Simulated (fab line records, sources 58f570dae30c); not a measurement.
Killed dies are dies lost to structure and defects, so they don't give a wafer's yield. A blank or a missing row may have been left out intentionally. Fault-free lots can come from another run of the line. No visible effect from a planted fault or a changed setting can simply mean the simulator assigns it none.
Which tool did it? -- flow berkeley cmos170 -- 42 wafers from 14 lots sampled at 4 of the route's 331 steps

WHAT THE GAUGES READ, wafer by wafer
UCB170_M2_RS_MEAS_02: measurement is done with a four-point probe.
lot,measured,on,M2_AL_RS (ohm/sq)
L157,day 8 12:14,film metro-01,0.0323 0.0324 0.0323
L156,day 8 12:21,film metro-02,0.0325 0.0326 0.0323
L158,day 9 09:45,film metro-02,0.0321 0.0322 0.0319
L163,day 9 18:20,film metro-02,0.0326 0.0325 0.0326
L162,day 9 22:33,film metro-04,0.0321 0.0322 0.0319
L164,day 11 04:26,film metro-04,0.0324 0.0325 0.0326
L165,day 11 05:47,film metro-04,0.0325 0.0330 0.0326
L166,day 11 06:14,film metro-04,0.0322 0.0323 0.0325
L168,day 11 07:17,film metro-04,0.0331 0.0332 0.0329
L167,day 11 07:26,film metro-02,0.0321 0.0321 0.0319
L177,day 13 23:07,film metro-04,0.0326 0.0326 0.0326
L179,day 14 07:35,film metro-04,0.0330 0.0333 0.0330
L175,day 14 08:20,film metro-02,0.0326 0.0323 0.0327
L174,day 14 09:55,film metro-04,0.0329 0.0327 0.0327

UCB170_M2_CD_MEAS_15 targets a cd of 700 nm.
lot,measured,on,cd nm (nm)
L157,day 8 15:10,cd sem-01,698.7 699.4 700.5
L156,day 8 15:02,cd sem-02,700.5 699.7 699.9
L158,day 9 11:31,cd sem-02,701.4 701.3 702.4
L163,day 9 20:09,cd sem-02,701.9 702.5 701.4
L162,day 10 01:18,cd sem-01,700.3 700.6 700.9
L164,day 11 06:32,cd sem-01,698.6 699.0 698.5
L165,day 11 07:51,cd sem-01,702.4 700.7 701.5
L166,day 11 08:14,cd sem-02,700.1 700.9 701.4
L168,day 11 09:16,cd sem-01,700.0 700.3 699.2
L167,day 11 09:36,cd sem-01,699.0 698.0 699.0
L177,day 14 01:04,cd sem-02,700.0 699.5 699.7
L179,day 14 10:44,cd sem-02,700.9 701.1 701.1
L175,day 14 10:53,cd sem-01,699.7 701.5 700.3
L174,day 14 11:41,cd sem-02,702.0 701.2 702.5

UCB170_M2_OVL_MEAS_16.
lot,measured,on,M2_OVL (nm)
L157,day 8 15:17,overlay-01,12 8 3
L156,day 8 15:09,overlay-02,3 1 7
L158,day 9 11:38,overlay-02,7 7 6
L163,day 9 20:14,overlay-02,13 2 8
L162,day 10 01:25,overlay-01,4 2 1
L164,day 11 06:40,overlay-01,-1 4 5
L165,day 11 07:58,overlay-01,4 2 3
L166,day 11 08:19,overlay-01,-6 -3 -5
L168,day 11 09:23,overlay-01,2 2 3
L167,day 11 09:43,overlay-01,11 6 10
L177,day 14 01:10,overlay-02,2 -1 -2
L179,day 14 10:52,overlay-01,10 8 12
L175,day 14 10:59,overlay-02,2 4 3
L174,day 14 11:47,overlay-01,-1 5 3

WHICH TOOL RAN EACH LOT (tool, then ch and the chambers of the sampled wafers, then the start)
lot,UCB170_M2_PEB_13
L157,"litho track-03 ch 0, day 8 14:53"
L156,"litho track-04 ch 0, day 8 14:45"
L158,"litho track-04 ch 0, day 9 11:14"
L163,"litho track-03 ch 0, day 9 19:49"
L162,"litho track-03 ch 0, day 10 01:01"
L164,"litho track-03 ch 0, day 11 06:16"
L165,"litho track-03 ch 0, day 11 07:35"
L166,"litho track-01 ch 0, day 11 07:58"
L168,"litho track-04 ch 0, day 11 08:59"
L167,"litho track-03 ch 0, day 11 09:20"
L177,"litho track-04 ch 0, day 14 00:47"
L179,"litho track-01 ch 0, day 14 10:28"
L175,"litho track-03 ch 0, day 14 10:37"
L174,"litho track-03 ch 0, day 14 11:25"
- UCB170_M2_PEB_13

AS READ BY THE TOOLS THEMSELVES (means over the sampled wafers that have a number; for cases with no such wafer, the mark the record gives instead)
UCB170_M2_PEB_13.
lot,tool,heater power total W (W),plate temp C (C)
L157,litho track-03,56.77,129.77
L156,litho track-04,56.80,129.92
L158,litho track-04,56.80,130.09
L163,litho track-03,56.78,129.96
L162,litho track-03,56.80,130.06
L164,litho track-03,56.81,130.09
L165,litho track-03,56.83,130.10
L166,litho track-01,56.82,129.97
L168,litho track-04,56.82,130.08
L167,litho track-03,56.74,129.93
L177,litho track-04,56.78,130.01
L179,litho track-01,56.82,130.09
L175,litho track-03,57.61,-
L174,litho track-03,57.66,-

THE ANSWER, worked out from the rows above alone
Rule: the usual values come from the lots themselves. Put in order of their means at a reading, lots are off if they are a third of the lots or fewer, leave a main group of 4 or more, and stand apart from it by a gap of 3 or more times the standard deviation of the main group's means; of several such gaps the widest counts. A main group is skipped when, at the precision printed for the reading in the tables above, its means are all equal. Also off: a lot with no number at a reading for which 4 or more lots have one. Where the step has rows for the other lots, those lots are counted as sound. First the gauges in route order, then the tools' own readings, where a lot's mean is used as printed above. The first step at which some lot is off is used, and at that step the reading that is off furthest; a lot without a number counts as furthest.
Off: L175, L174, at UCB170_M2_PEB_13 (plate temp C). Without a number there: L175, L174. The main group has a mean of 130.01 C with a standard deviation of 0.096.
If a tool, at that step or one of the process steps before it, ran each lot that is off and ran no sound lot following the first of them, it fits. One candidate fits, namely litho track-03 at UCB170_M2_PEB_13. A fault onset in the window from L167 (day 11 09:20, its last sound lot) to L175 (day 14 10:37, its first lot off) fits.
On the lots that are off, the tool's own readings at UCB170_M2_PEB_13 differ by more than 5 times the standard deviation of the sound lots' means, which bears it out; heater power total W reads 57.63 W there versus 56.80 W on the sound lots.
Blank at UCB170_M2_PEB_13 on the lots that are off, where sound lots have numbers: plate temp C.

WHAT HAD BEEN PUT IN BY THE SIMULATOR
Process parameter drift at UCB170_M2_PEB_13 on litho track-03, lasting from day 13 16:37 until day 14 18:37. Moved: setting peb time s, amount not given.
Struck lots among those shown: L175, L174. The rule given above showed the same thing.
